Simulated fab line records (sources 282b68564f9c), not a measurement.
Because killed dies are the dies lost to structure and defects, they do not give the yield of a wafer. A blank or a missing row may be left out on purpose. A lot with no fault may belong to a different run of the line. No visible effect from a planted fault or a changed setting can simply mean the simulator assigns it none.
Code-filled problem report in 8D (eight disciplines) form	flow ritCmos	the parts of the form that need people (team, actions taken, sign-off) are left out

## 1. WHAT IS WRONG
Wafers free of any fault read 2482 (standard deviation 22) for NLDD_TW at RIT_NLDD_TW_MEAS_10, against a mean of 2710 on 6 wafers of 2 lots. That puts it +10 standard deviations away from the usual mean.
Earliest sighting: wafer L549.1 on filmMetro-01 at day 4 16:11. At this step, 39 wafers from 13 lots have a number in the record. The rule behind "out" and "out of limits": a value lying over 4 standard deviations away from the usual mean. All remaining wafers that have a number are taken as sound.

## 2. WHAT IT IS, AND WHAT IT ISN'T
question	is	is not
which readings at this step	NLDD_TW	-
which lots	L549, L551	L540, L541, L544, L553, L554, L556, L557, L558, L560, L562, L563
which wafers of those lots	all that have a number	-
read on which gauges	filmMetro-01	filmMetro-03, filmMetro-04
when	from day 4 16:11	up to then (9 sound wafers); but 24 sound wafers of L553, L554, L556, L557, L558, L560, L562, L563 came after

## 3. SUSPECTS, AND WHAT RULES EACH OUT
Counting: any tool at a process step up to the reading is kept as a suspect provided that every lot that is out went through it and no sound lot did after the first of them.
- ruled out: the gauge at RIT_NLDD_TW_MEAS_10. All the wafers that are out were read on filmMetro-01, but those of them that RIT_NLDD_IMPLANT_08 has rows for are out there too, on other tools.
- implanter-04 at RIT_NLDD_IMPLANT_08: kept. It ran every lot that is out, first L549 (day 4 15:52), and no sound lot after that. Out on those wafers are its own readings of beamOnS, faradayCurrentUA.
The count leaves implanter-04 at RIT_NLDD_IMPLANT_08.

## 4. THE CAUSE (what the simulator had put in)
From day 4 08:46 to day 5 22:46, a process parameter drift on implanter-04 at RIT_NLDD_IMPLANT_08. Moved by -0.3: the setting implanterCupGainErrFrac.
After counting, this tool was the only one left.

## 5. THE CHAIN OF EFFECTS, in route order
Rows list readings where the struck wafers' mean (over those with a number) sits beyond 3 standard deviations from the usual. Only readings for which the record gives a usual standard deviation are gone through. hours: the time from each lot's start at the first step in this table that gives one to its start at this step, as a median over the lots. sigmas: the change in usual standard deviations.
hours	step	reading	usual	on struck wafers	change	sigmas
0	RIT_NLDD_IMPLANT_08	beamOnS	9.98 s	14.05	+4.07	+20
0	RIT_NLDD_IMPLANT_08	faradayCurrentUA	1576	1121	-455	-14
0	RIT_NLDD_TW_MEAS_10	NLDD_TW	2482	2710	+228	+10
9	RIT_SDANNEAL_RS_MEAS_07	NLDD_RS	151.6 ohm/sq	113.6	-38.0	-76
Its process steps:
- RIT_NLDD_IMPLANT_08

## 6. HOW IT WOULD HAVE BEEN CAUGHT EARLIER
In this record the first reading out of limits at a measuring or inspecting step was taken at day 4 16:11, 7 hours after the fault began at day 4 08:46.
The tool's own readings at RIT_NLDD_IMPLANT_08 were out on every struck wafer that the step has a row for (beamOnS, faradayCurrentUA): an alarm limit on them would have fired on the first of those.
Among the 2 lots that are out, L551 began RIT_NLDD_IMPLANT_08 on implanter-04 after day 4 16:11. It would have been spared by a hold on the tool at that moment.
